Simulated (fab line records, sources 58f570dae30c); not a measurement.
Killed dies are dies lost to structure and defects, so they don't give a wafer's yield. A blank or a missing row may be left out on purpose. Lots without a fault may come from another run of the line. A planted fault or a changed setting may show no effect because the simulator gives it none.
Which tool did it? | flow berkeley_cmos170 | 14 lots, 42 wafers sampled, at 6 steps of a route of 331

WHAT THE GAUGES READ, wafer by wafer
UCB170_V1_THK_MEAS_04.
lot  | measured     | on            | V1_POLISHED_THK (nm)
L151 | day 8 22:18  | film_metro-01 | 999.3 998.0 998.3
L152 | day 8 22:20  | film_metro-04 | 998.8 1000.2 1000.0
L156 | day 9 14:49  | film_metro-02 | 999.4 1000.1 1000.3
L154 | day 9 13:30  | film_metro-04 | 1001.2 1000.5 999.4
L155 | day 9 14:49  | film_metro-01 | 999.1 1000.3 1000.6
L161 | day 10 14:35 | film_metro-02 | 1000.6 999.9 1001.1
L162 | day 10 21:25 | film_metro-02 | 999.1 999.7 999.8
L163 | day 11 00:02 | film_metro-01 | 1001.3 998.0 1002.2
L164 | day 11 01:21 | film_metro-04 | 999.2 999.7 1000.9
L165 | day 11 15:41 | film_metro-01 | 998.2 999.2 997.4
L168 | day 12 03:31 | film_metro-01 | 997.6 998.2 997.5
L170 | day 12 17:19 | film_metro-04 | 1001.3 999.6 1001.1
L167 | day 12 19:59 | film_metro-01 | 998.7 1000.7 999.1
L172 | day 12 19:59 | film_metro-04 | 999.8 1001.1 1000.2

UCB170_V1_CD_MEAS_90: target cd 700 nm.
lot  | measured     | on        | cd_nm (nm)
L151 | day 9 00:08  | cd_sem-02 | 699.1 698.9 698.8
L152 | day 9 00:29  | cd_sem-02 | 700.8 701.4 700.7
L156 | day 9 16:27  | cd_sem-02 | - - -
L154 | day 9 15:53  | cd_sem-01 | - - -
L155 | day 9 16:42  | cd_sem-01 | - - -
L161 | day 10 16:16 | cd_sem-02 | 701.6 700.8 700.7
L162 | day 10 23:27 | cd_sem-01 | 700.1 699.0 699.0
L163 | day 11 03:11 | cd_sem-01 | 698.9 699.0 698.1
L164 | day 11 03:11 | cd_sem-02 | 701.1 702.9 701.2
L165 | day 11 17:28 | cd_sem-01 | 699.2 698.4 698.5
L168 | day 12 06:13 | cd_sem-01 | 701.7 700.3 700.7
L170 | day 12 20:19 | cd_sem-02 | 699.5 698.5 699.4
L167 | day 12 21:29 | cd_sem-02 | 701.2 701.7 701.9
L172 | day 12 21:47 | cd_sem-02 | 699.0 698.6 699.8

WHICH TOOL RAN EACH LOT (tool, then ch and the chambers of the sampled wafers, then the start)
lot  | UCB170_NSD_STRIP_09                  | UCB170_M1_ETCH_11                  | UCB170_V1_ETCH_14                  | UCB170_V1_STRIP_15
L151 | plasma_asher-01 ch 0,1, day 8 09:35  | rie_diel-01 ch 1,3, day 8 18:57    | rie_diel-04 ch 1,3, day 8 23:52    | plasma_asher-04 ch 0,1, day 9 00:02
L152 | plasma_asher-02 ch 0,1, day 8 09:46  | rie_diel-02 ch 0,1,2, day 8 19:47  | rie_diel-01 ch 0,3, day 9 00:08    | plasma_asher-01 ch 0,1, day 9 00:21
L156 | plasma_asher-02 ch 0,1, day 9 00:17  | rie_diel-02 ch 0,2,3, day 9 11:11  | rie_diel-03 ch 0,1, day 9 16:11    | plasma_asher-04 ch 0,1, day 9 16:21
L154 | plasma_asher-04 ch 0,1, day 9 00:34  | rie_diel-01 ch 1,2, day 9 10:59    | rie_diel-01 ch 1,2, day 9 15:35    | plasma_asher-04 ch 0,1, day 9 15:46
L155 | plasma_asher-02 ch 0,1, day 9 00:34  | rie_diel-03 ch 2,3, day 9 11:41    | rie_diel-04 ch 0,1, day 9 16:25    | plasma_asher-01 ch 0,1, day 9 16:36
L161 | plasma_asher-04 ch 0,1, day 10 02:11 | rie_diel-01 ch 0,2,3, day 10 12:01 | rie_diel-04 ch 0,2,3, day 10 15:58 | plasma_asher-02 ch 0,1, day 10 16:08
L162 | plasma_asher-04 ch 0,1, day 10 10:35 | rie_diel-02 ch 0,2,3, day 10 19:02 | rie_diel-03 ch 0,3, day 10 23:09   | plasma_asher-01 ch 1, day 10 23:20
L163 | plasma_asher-02 ch 0,1, day 10 10:52 | rie_diel-03 ch 0,1, day 10 21:40   | rie_diel-03 ch 0,2,3, day 11 02:48 | plasma_asher-04 ch 0,1, day 11 03:01
L164 | plasma_asher-01 ch 1, day 10 11:04   | rie_diel-01 ch 0,1,2, day 10 21:49 | rie_diel-04 ch 0,1,2, day 11 02:55 | plasma_asher-01 ch 0, day 11 03:05
L165 | plasma_asher-02 ch 0,1, day 11 03:02 | rie_diel-01 ch 0,2,3, day 11 13:18 | rie_diel-03 ch 2,3, day 11 17:10   | plasma_asher-02 ch 0, day 11 17:20
L168 | plasma_asher-04 ch 0,1, day 11 14:47 | rie_diel-03 ch 0,2,3, day 12 00:18 | rie_diel-03 ch 0,1,3, day 12 05:55 | plasma_asher-02 ch 0,1, day 12 06:05
L170 | plasma_asher-01 ch 0,1, day 12 03:37 | rie_diel-03 ch 0,1,3, day 12 14:57 | rie_diel-04 ch 0,2,3, day 12 20:02 | plasma_asher-02 ch 0,1, day 12 20:13
L167 | plasma_asher-02 ch 0,1, day 12 04:37 | rie_diel-02 ch 0,1, day 12 16:55   | rie_diel-03 ch 0,1,3, day 12 21:13 | plasma_asher-04 ch 0,1, day 12 21:23
L172 | plasma_asher-04 ch 0, day 12 04:56   | rie_diel-01 ch 0,2, day 12 17:13   | rie_diel-04 ch 1,2,3, day 12 21:29 | plasma_asher-01 ch 0,1, day 12 21:40
- UCB170_NSD_STRIP_09: strips in O2.
- UCB170_M1_ETCH_11: etches BARC in N2/H2.
- UCB170_V1_ETCH_14: etches SiO2 in CHF3/CF4/Ar, stops on Al, target depth 1250 nm, time 291 s.
- UCB170_V1_STRIP_15: strips in O2.

WHAT THE TOOLS THEMSELVES READ (means of the sampled wafers that have a number; where no wafer has one, the mark that the record gives instead)
UCB170_NSD_STRIP_09.
lot  | tool            | drypump_motor_current_A (A) | oes_product_au (a.u.) | strip_time_to_endpoint_s (s)
L151 | plasma_asher-01 | 5.5                         | 0.534                 | 35.88
L152 | plasma_asher-02 | 5.6                         | 0.534                 | 35.81
L156 | plasma_asher-02 | 5.6                         | 0.533                 | 35.82
L154 | plasma_asher-04 | 5.6                         | 0.536                 | 35.85
L155 | plasma_asher-02 | 5.4                         | 0.537                 | 35.85
L161 | plasma_asher-04 | 5.6                         | 0.537                 | 35.92
L162 | plasma_asher-04 | 5.6                         | 0.537                 | 35.97
L163 | plasma_asher-02 | 5.5                         | 0.535                 | 35.81
L164 | plasma_asher-01 | 5.7                         | 0.533                 | 35.69
L165 | plasma_asher-02 | 5.6                         | 0.537                 | 35.88
L168 | plasma_asher-04 | 5.2                         | 0.531                 | 35.89
L170 | plasma_asher-01 | 5.3                         | 0.535                 | 35.95
L167 | plasma_asher-02 | 5.6                         | 0.535                 | 35.98
L172 | plasma_asher-04 | 6.0                         | 0.531                 | 35.76

UCB170_M1_ETCH_11.
lot  | tool        | bias_w (W) | chamber_pressure_mTorr (mTorr) | drypump_motor_current_A (A) | oes_product_au (a.u.) | throttle_valve_pct (%)
L151 | rie_diel-01 | 99.70      | 30.002                         | 5.5                         | 1.000                 | 13.21
L152 | rie_diel-02 | 99.75      | 29.997                         | 5.5                         | 0.988                 | 13.28
L156 | rie_diel-02 | 99.99      | 29.999                         | 5.7                         | 0.990                 | 13.21
L154 | rie_diel-01 | 100.37     | 29.988                         | 5.3                         | 0.989                 | 13.41
L155 | rie_diel-03 | 100.16     | 29.996                         | 5.7                         | 0.983                 | 13.29
L161 | rie_diel-01 | 100.03     | 29.956                         | 5.9                         | 1.001                 | 13.32
L162 | rie_diel-02 | 99.88      | 30.010                         | 5.6                         | 0.996                 | 13.21
L163 | rie_diel-03 | 100.24     | 29.998                         | 6.0                         | 1.000                 | 13.15
L164 | rie_diel-01 | 99.88      | 30.041                         | 5.6                         | 1.006                 | 13.27
L165 | rie_diel-01 | 99.77      | 30.020                         | 6.0                         | 0.999                 | 13.32
L168 | rie_diel-03 | 100.00     | 29.988                         | 5.9                         | 0.996                 | 13.20
L170 | rie_diel-03 | 100.02     | 30.009                         | 5.9                         | 0.995                 | 13.24
L167 | rie_diel-02 | 100.19     | 29.972                         | 5.6                         | 0.996                 | 13.35
L172 | rie_diel-01 | 99.99      | 30.000                         | 5.9                         | 1.007                 | 13.27

UCB170_V1_ETCH_14.
lot  | tool        | CHF3_flow_sccm (sccm) | cf4_flow_sccm (sccm) | drypump_motor_current_A (A) | oes_product_au (a.u.) | throttle_valve_pct (%)
L151 | rie_diel-04 | 44.94                 | 14.98                | 5.1                         | 0.866                 | 6.93
L152 | rie_diel-01 | 45.00                 | 15.00                | 6.2                         | 0.881                 | 6.89
L156 | rie_diel-03 | -                     | -                    | -                           | -                     | -
L154 | rie_diel-01 | -                     | -                    | -                           | -                     | -
L155 | rie_diel-04 | -                     | -                    | -                           | -                     | -
L161 | rie_diel-04 | 45.03                 | 15.04                | 5.3                         | 0.871                 | 7.03
L162 | rie_diel-03 | 44.87                 | 14.96                | 5.9                         | 0.868                 | 6.87
L163 | rie_diel-03 | 45.09                 | 15.01                | 5.9                         | 0.867                 | 6.89
L164 | rie_diel-04 | 45.00                 | 15.02                | 5.2                         | 0.861                 | 6.93
L165 | rie_diel-03 | 45.04                 | 14.97                | 5.7                         | 0.865                 | 6.92
L168 | rie_diel-03 | 45.03                 | 15.00                | 5.9                         | 0.866                 | 6.93
L170 | rie_diel-04 | 44.90                 | 15.02                | 5.3                         | 0.870                 | 7.03
L167 | rie_diel-03 | 45.08                 | 14.95                | 5.9                         | 0.869                 | 6.93
L172 | rie_diel-04 | 45.00                 | 14.99                | 5.1                         | 0.871                 | 6.96

UCB170_V1_STRIP_15.
lot  | tool            | drypump_motor_current_A (A) | oes_product_au (a.u.) | strip_time_to_endpoint_s (s)
L151 | plasma_asher-04 | 5.6                         | 0.722                 | 15.28
L152 | plasma_asher-01 | 5.3                         | 0.721                 | 15.25
L156 | plasma_asher-04 | 5.2                         | 0.733                 | 21.66
L154 | plasma_asher-04 | 5.6                         | 0.732                 | 21.52
L155 | plasma_asher-01 | 5.3                         | 0.730                 | 21.61
L161 | plasma_asher-02 | 5.4                         | 0.723                 | 15.31
L162 | plasma_asher-01 | 5.7                         | 0.723                 | 15.32
L163 | plasma_asher-04 | 5.2                         | 0.721                 | 15.30
L164 | plasma_asher-01 | 5.1                         | 0.725                 | 15.40
L165 | plasma_asher-02 | 5.3                         | 0.724                 | 15.29
L168 | plasma_asher-02 | 5.4                         | 0.721                 | 15.30
L170 | plasma_asher-02 | 5.6                         | 0.719                 | 15.44
L167 | plasma_asher-04 | 5.6                         | 0.720                 | 15.17
L172 | plasma_asher-01 | 5.5                         | 0.725                 | 15.49

THE ANSWER, worked out from the rows above alone
Rule: what is usual is taken from the lots themselves. Put in order of their means at a reading, lots are off if they are a third of the lots or fewer, leave a main group of 4 or more, and stand apart from it by a gap of 3 or more times the standard deviation of the main group's means; of several such gaps the widest counts. A main group whose means are all the same, to the digits that the tables above print for the reading, isn't used. A lot without any number at a reading at which 4 lots or more have one is off too. The other lots that the step has rows for count as sound. The gauges are gone through in route order, then the tools' own readings, and for those a lot's mean is taken as printed above. The first step at which some lot is off is used, and at that step the reading that is off furthest; a lot without a number counts as furthest.
Off: L156, L154, L155, at UCB170_V1_CD_MEAS_90 (cd_nm). Without a number there: L156, L154, L155. The main group: mean 700.0 nm, standard deviation 1.2.
A tool fits if, at a process step before that reading, it ran every lot that is off, and no sound lot after the first of them. The gauges at UCB170_V1_CD_MEAS_90 aren't tried: what is off there is off at UCB170_V1_ETCH_14 too, on other tools, and a gauge's error can't cause that. None of those tried fits.

WHAT THE SIMULATOR HAD PUT IN
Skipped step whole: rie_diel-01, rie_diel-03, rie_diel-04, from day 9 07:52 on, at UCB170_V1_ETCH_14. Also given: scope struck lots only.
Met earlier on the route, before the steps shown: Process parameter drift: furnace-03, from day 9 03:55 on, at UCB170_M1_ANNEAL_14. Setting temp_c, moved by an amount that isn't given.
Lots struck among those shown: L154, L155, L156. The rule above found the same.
